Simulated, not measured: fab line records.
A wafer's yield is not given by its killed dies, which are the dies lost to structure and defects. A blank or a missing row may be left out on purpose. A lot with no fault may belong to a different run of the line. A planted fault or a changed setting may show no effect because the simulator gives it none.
fab line records | flow rit-cmos
record lots=6 | wafers=18 | last-day=7
route steps=202 shown PRETRO@69 GATE@75 FOX2@80 M1@202
lots that met no fault: taken from a fault-free run of the same line
start-h: hours from the record's first day to the start of the lot's first wafer shown | wait-h: time in hours since the lot's previous step | " repeats the value in the row above | L1.1+2: several wafers, shown together as one row | - no value, or no start was given | * or withheld: withheld | < > ~ a bound
route shown NAME@n: a module of which the file shows steps, and the number in the route of the first | usual: mean/standard deviation taken from wafers without a fault | same: alike in all rows | chamber/n: place in a boat | sites: the reading at each site | _std_site: the standard deviation of these | _edge_site: mean of outer sites minus mean of inner sites | radius-mm: for every site, how far away it sits from the centre of the wafer | mask NAME#n: copy n | behind: tool/chamber where the wafer was last shaped | hold: the reason the lot was held/the length of the hold in hours/how it ended | device: the transistor (n, p or np) that didn't switch | end of line: the route-end tests of the same wafers | step lacking rows: just its recipe | killed: dies lost to structure and defects at the first sort, not the wafer's yield | map: the dies of a wafer, with x for killed, . for not killed, _ for no die there
set.NAME: the setting the step ran with; set.NAME@STEP: the setting that earlier step ran with | model.NAME: the simulator's own value behind a step, which no gauge read
certain route steps with their lots: each step a table, each wafer a row
services: from which hour (start-h, from the record's first day; less than 0 if before it) a tool's chamber was out of use, for how many hours, and why
## steps
# step RIT_PRETRO_DEVELOP_05
# recipe resist=NOVOLAK | develop-time-s=68 | dev-temp-c=23
# step RIT_PRETRO_OVL_MEAS_06
# usual PRETRO_OVL=0.4/1.4
lot.wafer | tool       | chamber | start-h | wait-h | PRETRO_OVL[nm]
L621.3    | overlay-01 | -       | 53.36   | -      | 1.3
L621.4    | "          | -       | "       | "      | 0.8
L621.5    | "          | -       | "       | "      | 0.8
L625.1    | overlay-01 | -       | 72.29   | -      | 0.5
L625.3    | "          | -       | "       | "      | 0.5
L625.4    | "          | -       | "       | "      | 0.1
L628.1    | overlay-01 | -       | 89.17   | -      | 1.3
L628.2    | "          | -       | "       | "      | 1.6
L628.3    | "          | -       | "       | "      | 1.1
L629.1    | overlay-02 | -       | 92.68   | -      | -0.6
L629.3    | "          | -       | "       | "      | -0.8
L629.4    | "          | -       | "       | "      | -1.3
L636.3    | overlay-02 | -       | 128.55  | -      | 1.0
L636.4    | "          | -       | "       | "      | 1.5
L636.5    | "          | -       | "       | "      | -0.9
L637.2    | overlay-02 | -       | 133.28  | -      | -1.2
L637.4    | "          | -       | "       | "      | 0.1
L637.6    | "          | -       | "       | "      | -1.4
# step RIT_PRETRO_HARDBAKE_07
# recipe resist=NOVOLAK | temp-c=140 | time-s=120
# step RIT_PRETRO_IMPLANT_08
# recipe species=B | energy-kev=44.29 | dose-cm2=1.2e+13 | tilt-deg=7
# step RIT_PRETRO_STRIP_09
# recipe chemistry=O2 | time-s=180 | resist=NOVOLAK | platen-temp-c=withheld | power-w=500 | pressure-mtorr=4000 | o2-flow-sccm=4000
# usual chamber-pressure-mTorr=4000/3.4 | drypump-motor-current-A=5.69/0.25
lot.wafer | tool            | chamber | start-h | wait-h | chamber-pressure-mTorr | drypump-motor-current-A | rf-hours-counter-h
L621.3    | plasma-asher-03 | 1       | 53.84   | 0.1    | 4000                   | 6.15                    | -
L621.4    | "               | 0       | "       | "      | 4002                   | 5.88                    | -
L621.5    | "               | 0       | "       | "      | 4004                   | 5.89                    | -
L625.1    | plasma-asher-04 | 1       | 72.72   | 0.1    | 3999                   | 5.56                    | 39
L625.3    | "               | 1       | "       | "      | 4005                   | 5.55                    | -
L625.4    | "               | 0       | "       | "      | 3998                   | 5.98                    | -
L628.1    | plasma-asher-04 | 0       | 89.61   | 0.1    | 3995                   | 5.98                    | 41
L628.2    | "               | 1       | "       | "      | 3992                   | 5.56                    | 41
L628.3    | "               | 0       | "       | "      | 4000                   | 6.00                    | -
L629.1    | plasma-asher-02 | 0       | 93.12   | 0.1    | 3995                   | 5.80                    | 32
L629.3    | "               | 1       | "       | "      | 3996                   | 5.35                    | -
L629.4    | "               | 0       | "       | "      | 4005                   | 5.79                    | -
L636.3    | plasma-asher-02 | 0       | 129.03  | 0.1    | 3996                   | 5.78                    | -
L636.4    | "               | 1       | "       | "      | 3999                   | 5.37                    | -
L636.5    | "               | 1       | "       | "      | 3999                   | 5.39                    | -
L637.2    | plasma-asher-04 | 1       | 133.71  | 0.1    | 4004                   | 5.61                    | 46
L637.4    | "               | 1       | "       | "      | 4001                   | 5.57                    | -
L637.6    | "               | 0       | "       | "      | 4001                   | 5.97                    | -
# step RIT_PRETRO_TW_MEAS_10
# usual PRETRO_TW=478.7/2.5
lot.wafer | tool          | chamber | start-h | wait-h | PRETRO_TW
L621.3    | film-metro-01 | -       | 53.98   | 0.1    | 474.3
L621.4    | "             | -       | "       | "      | 474.8
L621.5    | "             | -       | "       | "      | 472.1
L625.1    | film-metro-01 | -       | 72.90   | 0.1    | 475.7
L625.3    | "             | -       | "       | "      | 478.5
L625.4    | "             | -       | "       | "      | 476.5
L628.1    | film-metro-01 | -       | 89.78   | 0.1    | 476.0
L628.2    | "             | -       | "       | "      | 477.9
L628.3    | "             | -       | "       | "      | 477.5
L629.1    | film-metro-02 | -       | 93.29   | 0.1    | 481.1
L629.3    | "             | -       | "       | "      | 480.3
L629.4    | "             | -       | "       | "      | 481.8
L636.3    | film-metro-01 | -       | 129.16  | 0.1    | 482.1
L636.4    | "             | -       | "       | "      | 482.1
L636.5    | "             | -       | "       | "      | 481.9
L637.2    | film-metro-01 | -       | 133.90  | 0.1    | 481.4
L637.4    | "             | -       | "       | "      | 480.6
L637.6    | "             | -       | "       | "      | 480.1
# step RIT_GATE_WET_ETCH_00
# recipe chemistry=BOE | target=SiO2 | target-depth-nm=56 | time-s=60 | dry=n2-spin | dilution=10:1 | temp-c=21.5
# step RIT_GATE_CLEAN_01
# recipe chemistry=SC1 | mix=3:3:50 | time-s=600 | temp-c=75
# step RIT_GATE_CLEAN_02
# recipe chemistry=dHF | dilution=50:1 | time-s=30
# step RIT_GATE_CLEAN_03
# recipe chemistry=SC2 | mix=3:3:50 | time-s=600 | temp-c=75 | dry=n2-spin
# step RIT_GATE_CLEAN_04
# recipe chemistry=dHF | dilution=50:1 | time-s=60 | dry=n2-spin
# step RIT_FOX2_THK_MEAS_91
# recipe reads=SiO2_of_FOX2_OXIDATION_00
# usual FIELD_OXIDE_LEFT_2_THK=246/6.8
lot.wafer | tool          | chamber | start-h | wait-h | FIELD_OXIDE_LEFT_2_THK[nm]
L621.3    | film-metro-04 | -       | 54.45   | 0.0    | 243
L621.4    | "             | -       | "       | "      | 242
L621.5    | "             | -       | "       | "      | 240
L625.1    | film-metro-04 | -       | 73.38   | 0.0    | 248
L625.3    | "             | -       | "       | "      | 252
L625.4    | "             | -       | "       | "      | 250
L628.1    | film-metro-04 | -       | 90.32   | 0.0    | 247
L628.2    | "             | -       | "       | "      | 240
L628.3    | "             | -       | "       | "      | 243
L629.1    | film-metro-04 | -       | 93.88   | 0.0    | 243
L629.3    | "             | -       | "       | "      | 236
L629.4    | "             | -       | "       | "      | 241
L636.3    | film-metro-03 | -       | 129.64  | 0.0    | 246
L636.4    | "             | -       | "       | "      | 247
L636.5    | "             | -       | "       | "      | 247
L637.2    | film-metro-03 | -       | 134.38  | 0.0    | 251
L637.4    | "             | -       | "       | "      | 239
L637.6    | "             | -       | "       | "      | 250
# step RIT_GATE_OXIDATION_05
# recipe temp-c=900 | ambient=O2 | target-thk-a=30 | ox-time-s=270
lot.wafer | tool       | chamber | start-h | wait-h | model.SiO2_of_GATE_OXIDATION_05.thk-nm
L621.3    | furnace-03 | 0       | 55.58   | 1.1    | 3.01
L621.4    | "          | 0       | "       | "      | 3.021
L621.5    | "          | 0       | "       | "      | 2.944
L625.1    | furnace-04 | 0       | 73.90   | 0.5    | 3.02
L625.3    | "          | 0       | "       | "      | 3.038
L625.4    | "          | 0       | "       | "      | 3.005
L628.1    | furnace-03 | 0       | 91.17   | 0.8    | 3.288
L628.2    | "          | 0       | "       | "      | 3.27
L628.3    | "          | 0       | "       | "      | 3.296
L629.1    | furnace-03 | 0       | 95.04   | 1.2    | 3.234
L629.3    | "          | 0       | "       | "      | 3.267
L629.4    | "          | 0       | "       | "      | 3.285
L636.3    | furnace-04 | 0       | 131.60  | 1.9    | 3.047
L636.4    | "          | 0       | "       | "      | 2.994
L636.5    | "          | 0       | "       | "      | 3.007
L637.2    | furnace-04 | 0       | 134.43  | 0.0    | 2.981
L637.4    | "          | 0       | "       | "      | 2.939
L637.6    | "          | 0       | "       | "      | 2.947
# step RIT_GATE_ANNEAL_06
# recipe temp-c=900 | time-s=600 | ambient=N2O
# step RIT_GATE_THK_MEAS_07
# recipe reads=SiO2_of_GATE_OXIDATION_05
# usual GATE_OXIDE_THK=3.01/0.073
lot.wafer | tool          | chamber | start-h | wait-h | GATE_OXIDE_THK[nm]
L621.3    | film-metro-02 | -       | 56.93   | 0.0    | 3.02
L621.4    | "             | -       | "       | "      | 3.01
L621.5    | "             | -       | "       | "      | 2.88
L625.1    | film-metro-04 | -       | 75.22   | 0.0    | 3.01
L625.3    | "             | -       | "       | "      | 3.01
L625.4    | "             | -       | "       | "      | 2.96
L628.1    | film-metro-02 | -       | 92.49   | 0.0    | 3.24
L628.2    | "             | -       | "       | "      | 3.30
L628.3    | "             | -       | "       | "      | 3.35
L629.1    | film-metro-02 | -       | 98.84   | 0.0    | 3.25
L629.3    | "             | -       | "       | "      | 3.27
L629.4    | "             | -       | "       | "      | 3.33
L636.3    | film-metro-02 | -       | 134.26  | 0.0    | 3.02
L636.4    | "             | -       | "       | "      | 3.04
L636.5    | "             | -       | "       | "      | 2.99
L637.2    | film-metro-04 | -       | 135.76  | 0.0    | 3.01
L637.4    | "             | -       | "       | "      | 2.93
L637.6    | "             | -       | "       | "      | 2.98
# step RIT_GATE_CVD_08
# recipe material=poly-Si | target-thk-nm=250 | temp-c=610 | precursor=SiH4 | time-s=2220 | pressure-mtorr=300 | sih4-flow-sccm=100
# step RIT_M1_PROBE_99
# usual killed-at-contacts=0.0/0.22 | killed-at-front-end=7/3.2 | killed-dies=8/3.2 | killed-open=3.7/2.1 | killed-short=3.8/2.2
# same gross-dies=264 | killed_at_M0_to_M3=0 | killed_at_M4_up=0 | killed-at-back-side=0 | killed-at-other=0
lot.wafer | tool      | chamber | start-h | wait-h | killed-at-contacts | killed-at-front-end | killed-dies | killed-open | killed-short | model.etest.pmos_0p3.r-on-ohm-um | model.etest.nmos_0p3.r-on-ohm-um | model.etest.nmos_0p15.drive-ua-um | model.etest.nmos-narrow.drive-ua-um | model.etest.nmos_0p3.drive-ua-um | model.etest.pmos_0p15.drive-ua-um | model.etest.pmos_0p3.drive-ua-um | model.etest.pmos-narrow.drive-ua-um
L621.3    | prober-01 | -       | 81.15   | 0.2    | 0                  | 9                   | 9           | 5           | 4            | 6338                             | 2139                             | 467.9                             | 231.7                               | 231.1                            | 242.8                             | 100.2                            | 101.9
L621.4    | prober-01 | -       | 81.20   | 0.2    | 0                  | 4                   | 4           | 2           | 2            | 6475                             | 2131                             | 465.5                             | 229.8                               | 228.3                            | 236.3                             | 97.59                            | 100
L621.5    | prober-01 | -       | 81.25   | 0.2    | 0                  | 4                   | 4           | 3           | 1            | 6287                             | 2116                             | 469                               | 239.6                               | 235.4                            | 242.1                             | 100.5                            | 102.6
L625.1    | prober-01 | -       | 100.19  | 0.1    | 0                  | 8                   | 8           | 3           | 5            | 6233                             | 2134                             | 458.5                             | 234.7                               | 229.6                            | 255.2                             | 102.4                            | 106.3
L625.3    | prober-01 | -       | 100.29  | 0.2    | 0                  | 6                   | 6           | 3           | 3            | 6287                             | 2162                             | 456                               | 231.1                               | 228.9                            | 249                               | 101                              | 103.5
L625.4    | prober-01 | -       | 100.34  | 0.2    | 0                  | 6                   | 6           | 3           | 3            | 6285                             | 2154                             | 453.4                             | 233.6                               | 227.1                            | 247.7                             | 100.5                            | 104.1
L628.1    | prober-02 | -       | 117.74  | 0.1    | 0                  | 5                   | 5           | 1           | 4            | 6744                             | 2344                             | 420.3                             | 198.6                               | 198.1                            | 234.2                             | 89.76                            | 91.44
L628.2    | prober-02 | -       | 117.79  | 0.1    | 1                  | 4                   | 5           | 2           | 3            | 6699                             | 2318                             | 422.1                             | 203.3                               | 199.4                            | 237.5                             | 91.7                             | 94.97
L628.3    | prober-02 | -       | 117.84  | 0.2    | 0                  | 7                   | 7           | 4           | 3            | 6749                             | 2336                             | 419.1                             | 200.9                               | 197                              | 233.5                             | 88.82                            | 91.76
L629.1    | prober-01 | -       | 123.01  | 0.1    | 0                  | 12                  | 12          | 5           | 7            | 6430                             | 2204                             | 459.6                             | 210.4                               | 207.4                            | 255.9                             | 95.37                            | 98.56
L629.3    | prober-01 | -       | 123.11  | 0.2    | 0                  | 5                   | 5           | 2           | 3            | 6652                             | 2243                             | 452.3                             | 209                                 | 202.6                            | 247.1                             | 91.46                            | 94.05
L629.4    | prober-01 | -       | 123.16  | 0.2    | 0                  | 4                   | 4           | 2           | 2            | 6650                             | 2252                             | 450                               | 206.3                               | 200.8                            | 247.9                             | 91.09                            | 94.28
L636.3    | prober-02 | -       | 158.09  | 0.2    | 0                  | 11                  | 11          | 1           | 10           | 6431                             | 2218                             | 458.4                             | 216.5                               | 216                              | 249.9                             | 98.72                            | 99.3
L636.4    | prober-02 | -       | 158.14  | 0.2    | 0                  | 7                   | 7           | 3           | 4            | 6315                             | 2167                             | 455.9                             | 223.5                               | 222                              | 247.7                             | 100.8                            | 101.6
L636.5    | prober-02 | -       | 158.19  | 0.2    | 0                  | 6                   | 6           | 2           | 4            | 6311                             | 2168                             | 464                               | 222.5                               | 220.5                            | 251.9                             | 99.84                            | 100.6
L637.2    | prober-01 | -       | 161.08  | 0.1    | 0                  | 3                   | 3           | 2           | 1            | 6411                             | 2208                             | 438.7                             | 227.6                               | 224.5                            | 242.5                             | 100.6                            | 101.5
L637.4    | prober-01 | -       | 161.18  | 0.2    | 1                  | 1                   | 2           | 2           | 0            | 6317                             | 2213                             | 433.9                             | 231                                 | 226.4                            | 238.9                             | 101.5                            | 104.3
L637.6    | prober-01 | -       | 161.28  | 0.2    | 0                  | 3                   | 3           | 1           | 2            | 6316                             | 2190                             | 441.9                             | 229.5                               | 228.8                            | 242.7                             | 102                              | 102.5
# killed by level:class
L621.3 FOX1:geometric-particle:short=3 FOX1:geometric-particle:open=2 GATE:geometric-particle:open=2 SILICIDE:geometric-particle:open=1 SILICIDE:geometric-particle:short=1
L621.4 GATE:geometric-particle:open=1 GATE:geometric-particle:short=1 REOX:geometric-particle:open=1 SPACER:geometric-particle:short=1
L621.5 GATE:geometric-particle:open=2 FOX1:geometric-particle:open=1 REOX:geometric-particle:short=1
L625.1 SILICIDE:geometric-particle:short=4 GATE:geometric-particle:open=2 GATE:geometric-particle:short=1 SPACER:geometric-particle:open=1
L625.3 SILICIDE:geometric-particle:open=2 FOX1:geometric-particle:short=1 GATE:geometric-particle:open=1 GATE:geometric-particle:short=1 SILICIDE:geometric-particle:short=1
L625.4 SILICIDE:geometric-particle:open=3 GATE:geometric-particle:short=1 SPACER:geometric-particle:short=1 SILICIDE:geometric-particle:short=1
L628.1 GATE:geometric-particle:short=2 GATE:geometric-particle:open=1 SPACER:geometric-particle:short=1 SILICIDE:geometric-particle:short=1
L628.2 FOX1:geometric-particle:open=1 GATE:geometric-particle:short=1 GATE:geometric-particle:open=1 SPACER:geometric-particle:short=1 CONTACT:geometric-particle:short=1
L628.3 GATE:geometric-particle:short=2 GATE:geometric-particle:open=2 SPACER:geometric-particle:open=2 SPACER:geometric-particle:short=1
L629.1 GATE:geometric-particle:open=3 REOX:geometric-particle:short=3 GATE:geometric-particle:short=2 FOX1:geometric-particle:short=1 FOX1:geometric-particle:open=1 FOX2:geometric-particle:open=1 SPACER:geometric-particle:short=1
L629.3 FOX1:geometric-particle:short=1 GATE:geometric-particle:open=1 REOX:geometric-particle:short=1 SILICIDE:geometric-particle:open=1 SILICIDE:geometric-particle:short=1
L629.4 FOX2:geometric-particle:short=1 FOX2:geometric-particle:open=1 GATE:geometric-particle:short=1 REOX:geometric-particle:open=1
L636.3 FOX2:geometric-particle:short=4 GATE:geometric-particle:short=3 REOX:geometric-particle:short=2 GATE:geometric-particle:open=1 SPACER:geometric-particle:short=1
L636.4 FOX2:geometric-particle:open=2 FOX2:geometric-particle:short=2 FOX1:geometric-particle:open=1 GATE:geometric-particle:short=1 SILICIDE:geometric-particle:short=1
L636.5 FOX2:geometric-particle:short=2 FOX1:geometric-particle:short=1 FOX1:geometric-particle:open=1 GATE:geometric-particle:short=1 SPACER:geometric-particle:open=1
L637.2 FOX1:geometric-particle:open=1 GATE:geometric-particle:open=1 SILICIDE:geometric-particle:short=1
L637.4 FOX1:geometric-particle:open=1 CONTACT:geometric-particle:open=1
L637.6 SILICIDE:geometric-particle:short=2 FOX1:geometric-particle:open=1
## services
tool            | chamber | start-h | hours | kind
furnace-03      | -       | 45.85   | 9.7   | pm
plasma-asher-04 | -       | 89.88   | 0.5   | repair
plasma-asher-03 | -       | 108.75  | 9.0   | pm
plasma-asher-03 | 0       | 108.75  | 9.0   | vent-cycle
plasma-asher-03 | 1       | 108.75  | 9.0   | vent-cycle
plasma-asher-03 | 0       | 117.75  | -     | clean
plasma-asher-03 | 1       | 117.75  | -     | clean
plasma-asher-02 | -       | 132.94  | 4.4   | repair
## key
first-sign step=RIT_GATE_THK_MEAS_07 | reading=GATE_OXIDE_THK | direction=up | sigmas=3.9 | usual=3.01 | struck=3.29
effect none on later readings
model-effect step=RIT_GATE_OXIDATION_05 | value=SiO2_of_GATE_OXIDATION_05.thk-nm | without=3.034 | struck=3.273
model-effect step=RIT_M1_PROBE_99 | value=etest.pmos_0p3.r-on-ohm-um | without=6232 | struck=6654
met-at RIT_GATE_OXIDATION_05
struck-wafers L628.1,L628.2,L628.3,L629.1,L629.3,L629.4
tester-left-out L628,L629
onset-between 55.58 91.17
fault kind=process-parameter-drift | tool=furnace-03 | chamber=- | onset-h=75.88 | steps=RIT_GATE_OXIDATION_05 | channel=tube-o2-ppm | offset=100 | shape=step | end-h=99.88
# tester-left-out: of these lots the tester's yield and bins aren't shown, on N5 and GAA mostly nor the transistor test; their killed dies are dies lost to structure and defects alone, not to doping, threshold or leakage, so they don't give the yield
